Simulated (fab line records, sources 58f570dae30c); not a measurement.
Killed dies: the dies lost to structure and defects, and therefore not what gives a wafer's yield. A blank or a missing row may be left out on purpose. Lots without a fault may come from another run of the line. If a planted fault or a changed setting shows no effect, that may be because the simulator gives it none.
fab line records -- flow berkeleyCmos170
record lots=14, wafers=42, lastDay=13
route steps=331 shown NLDD@167 SILICIDE@210 M2@288 M3@329
lots that met no fault: taken from a fault-free run of the same line
startH: hours from the record's first day to the start of the lot's first wafer shown -- waitH: time in hours since the lot's previous step -- " repeats the value in the row above -- L1.1+2: one row covering several wafers at once -- - value missing, or start not given -- * or withheld: withheld -- < > ~ a bound
route shown NAME@n: NAME is a module with steps in the file, n the number in the route of the first one -- usual: mean and standard deviation over wafers with no fault -- same: alike in all rows -- chamber/n: place in a boat -- sites: per-site readings -- _std_site: standard deviation of those values -- _edge_site: the outer-site mean with the inner-site mean subtracted -- radiusMm: how far each site lies from the wafer's centre -- mask NAME#n: copy n -- behind: the last tool/chamber to shape the wafer -- hold: why the lot was held/for how many hours/how that ended -- device: the transistor (n, p or np) that didn't switch -- end of line: the route-end tests of the same wafers -- step lacking rows: just its recipe -- killed: count of dies lost to structure and defects at first sort (not the wafer's yield) -- map: a wafer's dies, x killed, . not, _ none there
set.NAME: setting as actually run; set.NAME@STEP: the setting as run at that earlier step -- model.NAME: the simulator's own value behind a step, which no gauge read
route steps across a sampled set of lots; one table per step, one row per wafer
services: when a tool's chamber went out of use (startH, in hours from the record's first day, below 0 if earlier), for how many hours, and the reason
## steps
# step UCB170_NLDD_IMPLANT_09
# recipe species=As, doseCm2=5e+13, energyKev=30, tiltDeg=7, rotationDeg=180
# usual beamEnergyKeV=29.998/0.0092, doseIonsCm2=5e+13/5.4e+10
lot.wafer,tool,chamber,startH,waitH,beamEnergyKeV,doseIonsCm2
L346.3,implanter-04,0,156.58,0.1,29.999,4.992e+13
L346.4,implanter-04,0,156.58,0.1,29.994,4.993e+13
L346.5,implanter-04,0,156.58,0.1,29.986,4.999e+13
L347.3,implanter-04,0,173.21,0.1,30.004,5.002e+13
L347.5,implanter-04,0,173.21,0.1,29.994,4.995e+13
L347.6,implanter-04,0,173.21,0.1,29.992,4.997e+13
L351.2,implanter-01,0,192.50,0.1,29.994,4.999e+13
L351.3,implanter-01,0,192.50,0.1,29.985,5.008e+13
L351.4,implanter-01,0,192.50,0.1,29.991,4.998e+13
L352.1,implanter-04,0,192.75,0.1,30.000,4.999e+13
L352.4,implanter-04,0,192.75,0.1,29.998,5.008e+13
L352.5,implanter-04,0,192.75,0.1,29.999,5.01e+13
L350.2,implanter-01,0,192.86,0.1,30.004,5.006e+13
L350.3,implanter-01,0,192.86,0.1,30.009,4.996e+13
L350.5,implanter-01,0,192.86,0.1,29.993,4.992e+13
L354.3,implanter-04,0,193.63,0.1,30.019,5e+13
L354.5,implanter-04,0,193.63,0.1,29.999,5.008e+13
L354.6,implanter-04,0,193.63,0.1,30.016,5.001e+13
L356.1,implanter-01,0,197.23,0.1,29.993,5.005e+13
L356.5,implanter-01,0,197.23,0.1,29.996,5.001e+13
L356.6,implanter-01,0,197.23,0.1,29.997,4.997e+13
L361.3,implanter-02,0,224.51,0.1,30.000,5.009e+13
L361.4,implanter-02,0,224.51,0.1,29.987,5.001e+13
L361.6,implanter-02,0,224.51,0.1,29.995,4.991e+13
L362.2,implanter-01,0,236.01,0.1,29.987,4.99e+13
L362.3,implanter-01,0,236.01,0.1,30.015,5.002e+13
L362.4,implanter-01,0,236.01,0.1,30.005,4.99e+13
L363.1,implanter-01,0,245.04,0.1,30.011,4.999e+13
L363.5,implanter-01,0,245.04,0.1,29.993,5.002e+13
L363.6,implanter-01,0,245.04,0.1,30.000,5.012e+13
L365.1,implanter-04,0,246.04,0.1,29.999,5.006e+13
L365.4,implanter-04,0,246.04,0.1,29.994,4.997e+13
L365.5,implanter-04,0,246.04,0.1,30.005,5.005e+13
L364.3,implanter-02,0,246.31,0.1,30.001,5.003e+13
L364.5,implanter-02,0,246.31,0.1,30.005,5.011e+13
L364.6,implanter-02,0,246.31,0.1,30.001,5.008e+13
L367.2,implanter-02,0,259.31,0.1,29.998,4.997e+13
L367.3,implanter-02,0,259.31,0.1,29.990,4.996e+13
L367.5,implanter-02,0,259.31,0.1,29.991,4.999e+13
L369.1,implanter-04,0,268.75,0.1,30.011,4.998e+13
L369.3,implanter-04,0,268.75,0.1,30.007,4.996e+13
L369.4,implanter-04,0,268.75,0.1,30.009,4.998e+13
# step UCB170_SDANNEAL_RS_MEAS_05
# recipe thkMeasGauge=four-point-probe
# usual NLDD_RS=616.0/1.4
lot.wafer,tool,chamber,startH,waitH,hold,NLDD_RS[ohm/sq]
L346.3,filmMetro-01,-,170.13,0.1,-,614.6
L346.4,filmMetro-01,-,170.13,0.1,-,614.9
L346.5,filmMetro-01,-,170.13,0.1,-,616.6
L347.3,filmMetro-03,-,184.00,0.1,-,616.1
L347.5,filmMetro-03,-,184.00,0.1,-,614.9
L347.6,filmMetro-03,-,184.00,0.1,-,617.2
L351.2,filmMetro-02,-,204.30,0.1,-,614.7
L351.3,filmMetro-02,-,204.30,0.1,-,614.3
L351.4,filmMetro-02,-,204.30,0.1,-,615.7
L352.1,filmMetro-02,-,205.16,0.1,-,613.5
L352.4,filmMetro-02,-,205.16,0.1,-,614.1
L352.5,filmMetro-02,-,205.16,0.1,-,614.3
L350.2,filmMetro-03,-,205.35,0.1,-,614.4
L350.3,filmMetro-03,-,205.35,0.1,-,615.4
L350.5,filmMetro-03,-,205.35,0.1,-,616.9
L354.3,filmMetro-01,-,205.77,0.1,-,615.7
L354.5,filmMetro-01,-,205.77,0.1,-,616.9
L354.6,filmMetro-01,-,205.77,0.1,-,618.0
L356.1,filmMetro-02,-,212.47,0.1,-,616.4
L356.5,filmMetro-02,-,212.47,0.1,-,617.1
L356.6,filmMetro-02,-,212.47,0.1,-,617.7
L361.3,filmMetro-01,-,240.50,0.1,-,613.7
L361.4,filmMetro-01,-,240.50,0.1,-,614.0
L361.6,filmMetro-01,-,240.50,0.1,-,613.6
L362.2,filmMetro-01,-,246.67,0.1,awaitDispo/0.2h/release,625.9
L362.3,filmMetro-01,-,246.67,0.1,awaitDispo/0.2h/release,627.6
L362.4,filmMetro-01,-,246.67,0.1,awaitDispo/0.2h/release,627.6
L362.2,filmMetro-01,-,246.95,0.3,-,626.7
L362.3,filmMetro-01,-,246.95,0.3,-,627.1
L362.4,filmMetro-01,-,246.95,0.3,-,628.4
L363.1,filmMetro-03,-,256.44,0.1,awaitDispo/0.2h/release,629.8
L363.5,filmMetro-03,-,256.44,0.1,awaitDispo/0.2h/release,628.8
L363.6,filmMetro-03,-,256.44,0.1,awaitDispo/0.2h/release,628.7
L363.1,filmMetro-03,-,256.73,0.3,-,629.0
L363.5,filmMetro-03,-,256.73,0.3,-,628.7
L363.6,filmMetro-03,-,256.73,0.3,-,630.6
L364.3,filmMetro-02,-,256.85,0.1,-,614.7
L364.5,filmMetro-02,-,256.85,0.1,-,615.9
L364.6,filmMetro-02,-,256.85,0.1,-,615.7
L365.1,filmMetro-01,-,257.01,0.1,-,614.6
L365.4,filmMetro-01,-,257.01,0.1,-,616.2
L365.5,filmMetro-01,-,257.01,0.1,-,614.5
L367.2,filmMetro-02,-,268.89,0.1,-,617.9
L367.3,filmMetro-02,-,268.89,0.1,-,617.0
L367.5,filmMetro-02,-,268.89,0.1,-,615.9
L369.1,filmMetro-02,-,279.61,0.1,-,614.6
L369.3,filmMetro-02,-,279.61,0.1,-,615.4
L369.4,filmMetro-02,-,279.61,0.1,-,613.9
# step UCB170_SILICIDE_PRE_CLEAN_00
# recipe gas=Ar, precleanEtchTimeS=60
lot.wafer,tool,chamber,startH,waitH,hold
L346.3+4+5,pvdSputter-02,-,170.21,0.1,-
L347.3+5+6,pvdSputter-04,-,184.08,0.1,-
L351.2+3+4,pvdSputter-02,-,204.40,0.1,-
L352.1+4+5,pvdSputter-01,-,205.28,0.1,-
L350.2+3+5,pvdSputter-04,-,205.45,0.1,-
L354.3+5+6,pvdSputter-02,-,205.85,0.1,-
L356.1+5+6,pvdSputter-01,-,212.59,0.1,-
L361.3+4+6,pvdSputter-02,-,240.58,0.1,-
L362.2+3+4,pvdSputter-04,-,247.74,0.8,awaitDispo/0.7h/release
L364.3+5+6,pvdSputter-02,-,256.93,0.1,-
L365.1+4+5,pvdSputter-01,-,257.13,0.1,-
L363.1+5+6,pvdSputter-04,-,259.44,2.7,awaitDispo/2.6h/release
L367.2+3+5,pvdSputter-02,-,268.99,0.1,-
L369.1+3+4,pvdSputter-01,-,279.73,0.1,-
# step UCB170_M2_ETCH_17
# recipe chemistry=N2/H2, targetDepthA=withheld, overetchA=withheld, target=BARC, timeS=withheld, sourceW=500, biasW=100, pressureMtorr=30, n2FlowSccm=100, h2FlowSccm=200
# usual drypumpMotorCurrentA=5.8/0.36, oesProductAu=1.003/0.013, rfFwdPowerW=495.1/2.2, throttleValvePct=13.35/0.2
lot.wafer,tool,chamber,startH,waitH,drypumpMotorCurrentA,oesProductAu,rfFwdPowerW,throttleValvePct
L346.3,rieDiel-03,2,184.24,0.0,5.8,1.005,493.7,13.36
L346.4,rieDiel-03,0,184.24,0.0,5.6,1.011,493.6,13.25
L346.5,rieDiel-03,3,184.24,0.0,6.5,1.012,495.7,13.54
L347.3,rieDiel-01,1,199.26,0.0,5.7,0.978,496.9,12.97
L347.5,rieDiel-01,0,199.26,0.0,5.2,0.986,494.2,13.15
L347.6,rieDiel-01,3,199.26,0.0,5.6,0.983,494.3,13.70
L351.2,rieDiel-03,0,217.93,0.0,5.6,1.021,491.9,13.26
L351.3,rieDiel-03,1,217.93,0.0,5.6,1.003,492.8,13.37
L351.4,rieDiel-03,2,217.93,0.0,5.7,0.998,494.8,13.34
L352.1,rieDiel-01,2,222.45,0.0,6.1,1.017,492.2,13.42
L352.4,rieDiel-01,0,222.45,0.0,5.2,1.004,498.6,13.14
L352.5,rieDiel-01,1,222.45,0.0,5.7,0.983,495.1,12.97
L354.3,rieDiel-03,2,222.67,0.0,5.8,1.015,495.2,13.34
L354.5,rieDiel-03,0,222.67,0.0,5.6,1.010,493.6,13.26
L354.6,rieDiel-03,3,222.67,0.0,6.4,1.011,494.3,13.56
L350.2,rieDiel-02,2,222.95,0.0,5.5,1.018,492.5,13.34
L350.3,rieDiel-02,1,222.95,0.0,5.6,1.004,497.6,13.16
L350.5,rieDiel-02,3,222.95,0.0,6.1,0.990,494.6,13.47
L356.1,rieDiel-02,2,227.35,0.0,5.5,1.024,491.7,13.36
L356.5,rieDiel-02,1,227.35,0.0,5.6,1.010,498.4,13.16
L356.6,rieDiel-02,2,227.35,0.0,5.5,1.007,494.7,13.35
L361.3,rieDiel-02,3,258.05,0.0,6.1,0.992,497.0,13.50
L361.4,rieDiel-02,0,258.05,0.0,6.3,0.993,496.0,13.49
L361.6,rieDiel-02,3,258.05,0.0,6.0,0.989,499.4,13.49
L362.2,rieDiel-02,0,265.82,0.0,6.3,1.011,497.3,13.49
L362.3,rieDiel-02,1,265.82,0.0,5.6,0.996,495.3,13.15
L362.4,rieDiel-02,3,265.82,0.0,6.1,1.003,496.4,13.51
L364.3,rieDiel-03,2,274.50,0.0,5.8,1.011,496.0,13.33
L364.5,rieDiel-03,3,274.50,0.0,6.4,1.000,492.2,13.55
L364.6,rieDiel-03,0,274.50,0.0,5.6,1.016,493.3,13.25
L365.1,rieDiel-02,0,274.74,0.0,6.3,0.999,497.5,13.50
L365.4,rieDiel-02,1,274.74,0.0,5.6,1.000,498.3,13.17
L365.5,rieDiel-02,0,274.74,0.0,6.3,0.993,497.6,13.50
L363.1,rieDiel-01,3,275.10,0.0,5.6,0.988,493.8,13.71
L363.5,rieDiel-01,0,275.10,0.0,5.2,1.010,497.3,13.13
L363.6,rieDiel-01,1,275.10,0.0,5.6,0.994,495.7,12.96
L367.2,rieDiel-01,3,282.91,0.0,5.6,0.990,496.2,13.71
L367.3,rieDiel-01,1,282.91,0.0,5.6,0.973,498.4,12.97
L367.5,rieDiel-01,1,282.91,0.0,5.6,0.977,499.8,12.97
L369.1,rieDiel-01,3,294.06,0.0,5.5,0.994,493.8,13.69
L369.3,rieDiel-01,0,294.06,0.0,5.2,1.005,496.2,13.13
L369.4,rieDiel-01,3,294.06,0.0,5.5,0.984,493.5,13.70
# step UCB170_M3_CD_MEAS_90
# recipe targetCdNm=700
# usual cdNm=699/3.1
lot.wafer,tool,chamber,startH,waitH,cdNm
L346.3,cdSem-01,-,191.49,0.1,693
L346.4,cdSem-01,-,191.49,0.1,695
L346.5,cdSem-01,-,191.49,0.1,693
L347.3,cdSem-02,-,206.62,0.1,698
L347.5,cdSem-02,-,206.62,0.1,692
L347.6,cdSem-02,-,206.62,0.1,702
L351.2,cdSem-01,-,224.52,0.1,701
L351.3,cdSem-01,-,224.52,0.1,701
L351.4,cdSem-01,-,224.52,0.1,701
L352.1,cdSem-01,-,228.85,0.1,701
L352.4,cdSem-01,-,228.85,0.1,698
L352.5,cdSem-01,-,228.85,0.1,702
L350.2,cdSem-02,-,229.38,0.1,698
L350.3,cdSem-02,-,229.38,0.1,695
L350.5,cdSem-02,-,229.38,0.1,695
L354.3,cdSem-01,-,229.46,0.1,703
L354.5,cdSem-01,-,229.46,0.1,702
L354.6,cdSem-01,-,229.46,0.1,703
L356.1,cdSem-02,-,233.67,0.1,700
L356.5,cdSem-02,-,233.67,0.1,701
L356.6,cdSem-02,-,233.67,0.1,702
L361.3,cdSem-02,-,266.27,0.1,698
L361.4,cdSem-02,-,266.27,0.1,701
L361.6,cdSem-02,-,266.27,0.1,699
L362.2,cdSem-01,-,272.18,0.1,704
L362.3,cdSem-01,-,272.18,0.1,698
L362.4,cdSem-01,-,272.18,0.1,701
L363.1,cdSem-01,-,281.27,0.1,698
L363.5,cdSem-01,-,281.27,0.1,699
L363.6,cdSem-01,-,281.27,0.1,694
L364.3,cdSem-01,-,281.55,0.1,703
L364.5,cdSem-01,-,281.55,0.1,700
L364.6,cdSem-01,-,281.55,0.1,697
L365.1,cdSem-01,-,281.84,0.1,704
L365.4,cdSem-01,-,281.84,0.1,705
L365.5,cdSem-01,-,281.84,0.1,700
L367.2,cdSem-01,-,288.42,0.1,700
L367.3,cdSem-01,-,288.42,0.1,699
L367.5,cdSem-01,-,288.42,0.1,701
L369.1,cdSem-01,-,300.39,0.1,695
L369.3,cdSem-01,-,300.39,0.1,696
L369.4,cdSem-01,-,300.39,0.1,696
# step UCB170_M3_BOW_MEAS_20
# recipe mode=bow
# usual M3_BOW=34/6.3
lot.wafer,tool,chamber,startH,waitH,M3_BOW[um]
L346.3,filmMetro-02,-,191.61,0.1,32
L346.4,filmMetro-02,-,191.61,0.1,30
L346.5,filmMetro-02,-,191.61,0.1,31
L347.3,filmMetro-03,-,206.74,0.1,31
L347.5,filmMetro-03,-,206.74,0.1,30
L347.6,filmMetro-03,-,206.74,0.1,23
L351.2,filmMetro-02,-,224.64,0.1,34
L351.3,filmMetro-02,-,224.64,0.1,36
L351.4,filmMetro-02,-,224.64,0.1,35
L352.1,filmMetro-03,-,228.97,0.1,26
L352.4,filmMetro-03,-,228.97,0.1,34
L352.5,filmMetro-03,-,228.97,0.1,24
L350.2,filmMetro-02,-,229.50,0.1,34
L350.3,filmMetro-02,-,229.50,0.1,39
L350.5,filmMetro-02,-,229.50,0.1,38
L354.3,filmMetro-01,-,229.60,0.1,40
L354.5,filmMetro-01,-,229.60,0.1,42
L354.6,filmMetro-01,-,229.60,0.1,36
L356.1,filmMetro-02,-,233.79,0.1,36
L356.5,filmMetro-02,-,233.79,0.1,37
L356.6,filmMetro-02,-,233.79,0.1,28
L361.3,filmMetro-03,-,266.39,0.1,45
L361.4,filmMetro-03,-,266.39,0.1,33
L361.6,filmMetro-03,-,266.39,0.1,32
L362.2,filmMetro-03,-,272.30,0.1,24
L362.3,filmMetro-03,-,272.30,0.1,39
L362.4,filmMetro-03,-,272.30,0.1,22
L363.1,filmMetro-03,-,281.39,0.1,30
L363.5,filmMetro-03,-,281.39,0.1,34
L363.6,filmMetro-03,-,281.39,0.1,18
L364.3,filmMetro-03,-,281.67,0.1,36
L364.5,filmMetro-03,-,281.67,0.1,43
L364.6,filmMetro-03,-,281.67,0.1,40
L365.1,filmMetro-01,-,281.96,0.1,29
L365.4,filmMetro-01,-,281.96,0.1,22
L365.5,filmMetro-01,-,281.96,0.1,30
L367.2,filmMetro-01,-,288.54,0.1,40
L367.3,filmMetro-01,-,288.54,0.1,34
L367.5,filmMetro-01,-,288.54,0.1,37
L369.1,filmMetro-01,-,300.51,0.1,34
L369.3,filmMetro-01,-,300.51,0.1,47
L369.4,filmMetro-01,-,300.51,0.1,29
## services
tool,chamber,startH,hours,kind
rieDiel-02,3,139.15,1.5,repair
pvdSputter-04,-,142.22,3.6,repair
rieDiel-02,-,147.40,2.0,repair
implanter-02,-,172.92,5.2,pm
implanter-01,-,178.55,2.4,repair
implanter-01,-,183.71,2.0,repair
pvdSputter-01,-,198.89,2.1,repair
rieDiel-02,2,201.89,-,clean
rieDiel-02,2,201.89,18.5,scheduledDown
rieDiel-02,2,201.89,18.5,ventCycle
rieDiel-02,1,202.82,1.7,repair
implanter-04,-,220.77,4.1,repair
rieDiel-01,0,227.24,2.7,repair
rieDiel-02,3,232.13,1.5,repair
rieDiel-01,-,236.72,15.6,pm
pvdSputter-02,-,241.93,7.1,repair
rieDiel-03,-,252.30,4.3,pm
implanter-04,-,271.64,2.3,repair
implanter-02,-,280.44,5.4,pm
rieDiel-01,2,281.76,-,clean
rieDiel-01,2,281.76,19.0,scheduledDown
rieDiel-01,2,281.76,19.0,ventCycle
rieDiel-02,1,287.98,-,clean
pvdSputter-01,-,293.46,1.7,repair
## key
firstSign step=UCB170_SDANNEAL_RS_MEAS_05, reading=NLDD_RS, direction=up, sigmas=8.9, usual=616.0, struck=628.1
effect step=UCB170_SDANNEAL_RS_MEAS_05, reading=hold, direction=added
metAt UCB170_NLDD_IMPLANT_09
struckLots L362,L363
testerLeftOut L362,L363
notActingAt UCB170_M2_ETCH_17,UCB170_M3_CD_MEAS_90,UCB170_M3_BOW_MEAS_20
onsetBetween 197.23 236.01
fault kind=processParameterDrift, tool=implanter-01, chamber=-, onsetH=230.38, steps=UCB170_NLDD_IMPLANT_09, channel=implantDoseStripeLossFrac, offset=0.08, shape=step, endH=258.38
# testerLeftOut: of these lots the tester's yield and bins aren't shown, on N5 and GAA mostly nor the transistor test; their killed dies are dies lost to structure and defects alone, not to doping, threshold or leakage, so they don't give the yield
